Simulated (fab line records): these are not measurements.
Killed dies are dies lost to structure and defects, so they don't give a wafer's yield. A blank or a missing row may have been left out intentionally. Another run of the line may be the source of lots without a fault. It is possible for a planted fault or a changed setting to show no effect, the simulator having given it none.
A struck lot beside a sound one || flow rit cmos || 14 out of 202 route steps
Sound: the wafers L365.1, L365.3, L365.5. Struck: wafers L375.2, L375.5, L375.6. The cause comes at the end.
For every step that has rows: the tool of each side, followed by ch and its chambers, followed by its first start. Under that, the readings that differ: sound wafers || struck wafers || difference of the means || sigmas: that difference in standard deviations of wafers without a fault.
alike: words and numbers the same on both sides, and readings whose means are apart by under 2 such deviations; not compared: readings that were withheld, readings missing a value for some wafer, numbers with overlapping values and no deviation given by the record, and bounds like >300 which may hide the same value.
Wherever a step has rows on one side only, a row that says differs or no value, or a row with sigmas, the two part there. Numbers that have no deviation but don't overlap get no sigmas and don't part them. A reading that every wafer of one side lacks parts them only if that side has two wafers or more.

first, 1 step without rows for these wafers: RIT_SDANNEAL_CLEAN_02 (cleans in SC2, time 600 s).
RIT_SDANNEAL_RTA_03: time 5 s.
  sound on rtp anneal-01 ch 0, day 4 08:25; struck on rtp anneal-01 ch 0, day 6 15:50
  alike: anneal temp c max, wafer_temp_C_max
RIT_SDANNEAL_RS_MEAS_04: measurement is done with a four-point probe.
  sound on film metro-02, day 4 08:28; struck on film metro-04, day 6 15:55
  alike: PSD_RS
RIT_SDANNEAL_RS_MEAS_05: measurement is done with a four-point probe.
  sound on film metro-02, day 4 08:35; struck on film metro-04, day 6 16:02
  alike: NSD_RS
RIT_SDANNEAL_RS_MEAS_06: measurement is done with a four-point probe.
  sound on film metro-02, day 4 08:43; struck on film metro-04, day 6 16:09
  alike: PLDD_RS
RIT_SDANNEAL_RS_MEAS_07: measurement is done with a four-point probe.
  sound on film metro-02, day 4 08:50; struck on film metro-04, day 6 16:16
  alike: NLDD_RS
then, 1 step without rows for these wafers: RIT_SILICIDE_WET_ETCH_00 (etches SiO2 in BOE, target depth 14 nm, time 15.47 s).
RIT_SILICIDE_SPUTTER_01: material Ti, target thk 30 nm, time 240 s.
  sound on pvd sputter-01, day 4 08:58; struck on pvd sputter-02, day 6 16:23
  alike: cathode dc power W, throttle valve pct
RIT_SILICIDE_RS_MEAS_02: measurement is done with a four-point probe.
  sound on film metro-01, day 4 09:07; struck on film metro-01, day 6 16:33
  alike: SILICIDE_TI_RS
RIT_SILICIDE_THK_MEAS_03: measures by xrf.
  sound on film metro-01, day 4 09:14; struck on film metro-01, day 6 16:40
  alike: SILICIDE_TI_THK
RIT_SILICIDE_RTA_04: time 10 s, ramp up 5 s, ramp down 5 s.
  sound on rtp anneal-01 ch 0, day 4 09:17; struck on rtp anneal-02 ch 0, day 6 16:43
{"reading": "anneal temp c max", "sound": "654.1 652.8 654.4", "struck": "656.5 654.7 656.2", "difference": "+2.0", "sigmas": "+2"}
  alike: wafer_temp_C_max
then, 1 step without rows for these wafers: RIT_SILICIDE_WET_ETCH_05 (etches Ti in SPM, time 120 s).
RIT_SILICIDE_RTA_06: time 10 s, ramp up 5 s, ramp down 10 s.
  sound on rtp anneal-01 ch 0, day 4 09:24; struck on rtp anneal-01 ch 0, day 6 16:50
{"reading": "wafer_temp_C_max", "sound": "754.1 753.3 754.7", "struck": "742.4 741.8 742.9", "difference": -11.7, "sigmas": -15}
RIT_CONTACT_CVD_00: deposits SiO2 from TEOS, target thk 400 nm, time 59.75 s.
  sound on pecvd-01 ch 0,1,2, day 4 09:28; struck on pecvd-04 ch 0,1, day 6 16:53
  alike: heater power w

## WHERE THEY PART
Last at RIT_SILICIDE_RTA_06 as far as this record goes, first at RIT_SILICIDE_RTA_04. Later steps at which nothing parts them and some readings are alike: RIT_CONTACT_CVD_00.

WHY: whatever the simulator had introduced
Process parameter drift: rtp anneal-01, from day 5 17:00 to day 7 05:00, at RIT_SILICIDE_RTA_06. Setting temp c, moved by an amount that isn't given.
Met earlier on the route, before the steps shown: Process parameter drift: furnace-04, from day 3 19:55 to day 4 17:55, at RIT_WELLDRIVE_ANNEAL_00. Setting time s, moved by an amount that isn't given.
